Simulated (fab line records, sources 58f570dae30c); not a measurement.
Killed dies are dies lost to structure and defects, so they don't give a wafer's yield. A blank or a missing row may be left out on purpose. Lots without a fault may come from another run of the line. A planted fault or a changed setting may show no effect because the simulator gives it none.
Which tool did it? | flow berkeley_cmos170 | 7 lots, 21 wafers sampled, at 2 steps of a route of 331

WHAT THE GAUGES READ, wafer by wafer
UCB170_NWELL_THK_MEAS_05.
lot  | measured    | on            | NWELL_NITRIDE_THK (nm)
L941 | day 2 14:49 | film_metro-02 | 224.2 222.5 222.3
L943 | day 2 22:19 | film_metro-03 | 225.5 224.1 224.5
L945 | day 3 17:41 | film_metro-04 | 223.8 223.1 224.0
L947 | day 3 21:47 | film_metro-04 | 222.4 220.9 220.3
L954 | day 5 12:16 | film_metro-04 | 167.4 166.3 165.5
L958 | day 6 06:20 | film_metro-04 | 224.9 223.5 226.8
L963 | day 7 06:46 | film_metro-02 | 224.7 225.8 226.9

WHICH TOOL RAN EACH LOT (tool, then ch and the chambers of the sampled wafers, then the start)
lot  | UCB170_NWELL_CVD_04
L941 | lpcvd-02 ch 1, day 2 12:53
L943 | lpcvd-02 ch 1, day 2 20:23
L945 | lpcvd-01 ch 0, day 3 15:45
L947 | lpcvd-01 ch 0, day 3 19:51
L954 | lpcvd-02 ch 0, day 5 10:19
L958 | lpcvd-01 ch 1, day 6 04:23
L963 | lpcvd-01 ch 0, day 7 04:50
- UCB170_NWELL_CVD_04: deposits Si3N4 from SiH2Cl2/NH3, target thk 224 nm, time 3360 s.

THE ANSWER, worked out from the rows above alone
Rule: what is usual is taken from the lots themselves. Put in order of their means at a reading, lots are off if they are a third of the lots or fewer, leave a main group of 4 or more, and stand apart from it by a gap of 3 or more times the standard deviation of the main group's means; of several such gaps the widest counts. A main group whose means are all the same, to the digits that the tables above print for the reading, isn't used. A lot without any number at a reading at which 4 lots or more have one is off too. The other lots that the step has rows for count as sound.
Off: L954, at UCB170_NWELL_THK_MEAS_05 (NWELL_NITRIDE_THK). The main group: mean 223.9 nm, standard deviation 1.5.
A tool fits if, at a process step before that reading, it ran every lot that is off, and no sound lot after the first of them. The gauges at UCB170_NWELL_THK_MEAS_05 are tried like those tools. One fits: lpcvd-02 at UCB170_NWELL_CVD_04. Its last sound lot is L943 (day 2 20:23), its first lot that is off L954 (day 5 10:19): a fault that began between those two fits.

WHAT THE SIMULATOR HAD PUT IN
Process parameter drift: lpcvd-02, from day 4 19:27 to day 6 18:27, at UCB170_NWELL_CVD_04. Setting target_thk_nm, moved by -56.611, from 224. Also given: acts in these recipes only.
Lots struck among those shown: L954. The rule above found the same.
